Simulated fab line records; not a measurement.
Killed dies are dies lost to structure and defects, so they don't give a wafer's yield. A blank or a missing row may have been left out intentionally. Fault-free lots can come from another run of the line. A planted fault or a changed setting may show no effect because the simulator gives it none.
Which tool is to blame? ; flow berkeley cmos170 ; Sampling: 14 lots, 42 wafers, 2 of 331 route steps

## WHAT THE GAUGES READ, wafer by wafer
UCB170_PWELL_THK_MEAS_03.
lot;measured;on;PWELL_OXIDE_THK (nm)
L262;day 2 18:53;film metro-01;26.5 25.8 26.4
L264;day 3 07:55;film metro-03;26.8 27.0 27.3
L265;day 3 14:56;film metro-03;26.5 26.3 26.3
L266;day 3 14:55;film metro-02;26.5 26.5 27.1
L267;day 3 22:10;film metro-03;26.3 26.0 26.1
L269;day 4 05:55;film metro-02;26.1 26.5 26.3
L270;day 4 15:51;film metro-01;26.3 26.0 26.2
L271;day 5 04:33;film metro-01;39.1 38.9 38.8
L273;day 5 15:31;film metro-02;38.7 39.1 38.4
L274;day 5 12:40;film metro-01;26.5 27.2 26.7
L282;day 7 06:59;film metro-01;26.4 26.8 26.7
L283;day 7 12:48;film metro-02;26.4 26.3 26.4
L284;day 7 12:49;film metro-01;26.0 26.0 26.2
L285;day 7 23:08;film metro-01;26.5 26.5 27.0

## WHICH TOOL RAN EACH LOT (tool, then ch and the chambers of the sampled wafers, then the start)
lot;UCB170_PWELL_OXIDATION_02
L262;furnace-04 ch 0, day 2 17:31
L264;furnace-01 ch 0, day 3 06:34
L265;furnace-04 ch 0, day 3 13:34
L266;furnace-04 ch 0, day 3 13:34
L267;furnace-02 ch 0, day 3 20:49
L269;furnace-04 ch 0, day 4 04:34
L270;furnace-01 ch 0, day 4 14:29
L271;furnace-02 ch 0, day 5 00:07
L273;furnace-02 ch 0, day 5 11:19
L274;furnace-02 ch 0, day 5 11:19
L282;furnace-04 ch 0, day 7 05:38
L283;furnace-02 ch 0, day 7 11:27
L284;furnace-02 ch 0, day 7 11:27
L285;furnace-01 ch 0, day 7 21:47
- UCB170_PWELL_OXIDATION_02: target thk 26.4 nm, ox time 1260 s.

## AS READ BY THE TOOLS THEMSELVES (means over the sampled wafers that have a number; for cases with no such wafer, the mark the record gives instead)
UCB170_PWELL_OXIDATION_02.
lot;tool;ox temp c max
L262;furnace-04;1004.5
L264;furnace-01;1008.8
L265;furnace-04;1003.3
L266;furnace-04;1003.9
L267;furnace-02;1009.5
L269;furnace-04;1003.7
L270;furnace-01;1010.0
L271;furnace-02;1007.6
L273;furnace-02;1008.0
L274;furnace-02;1007.0
L282;furnace-04;1004.5
L283;furnace-02;1007.5
L284;furnace-02;1008.0
L285;furnace-01;1008.4

## THE ANSWER, worked out from the rows above alone
Rule: the usual values come from the lots themselves. Put in order of their means at a reading, lots are off if they are a third of the lots or fewer, leave a main group of 4 or more, and stand apart from it by a gap of 3 or more times the standard deviation of the main group's means; of several such gaps the widest counts. Not used: any main group whose means are identical at the precision the tables above print for the reading. Also off: a lot with no number at a reading for which 4 or more lots have one. All remaining lots with rows at the step are treated as sound. After the gauges, taken in route order, come the tools' own readings; for these a lot's mean is taken, as printed above. At the first step where some lot is off, the reading lying furthest off is the one used; lots without a number count as furthest.
Off: L271, L273, at UCB170_PWELL_THK_MEAS_03 (PWELL_OXIDE_THK). The main group: mean 26.5 nm, standard deviation 0.29.
A tool fits if, at a process step before that reading, it ran every lot that is off, and no sound lot after the first of them. Those tools and the gauges at UCB170_PWELL_THK_MEAS_03 are tried in the same way. Not one of the candidates tried fits.

## WHAT THE SIMULATOR PUT IN
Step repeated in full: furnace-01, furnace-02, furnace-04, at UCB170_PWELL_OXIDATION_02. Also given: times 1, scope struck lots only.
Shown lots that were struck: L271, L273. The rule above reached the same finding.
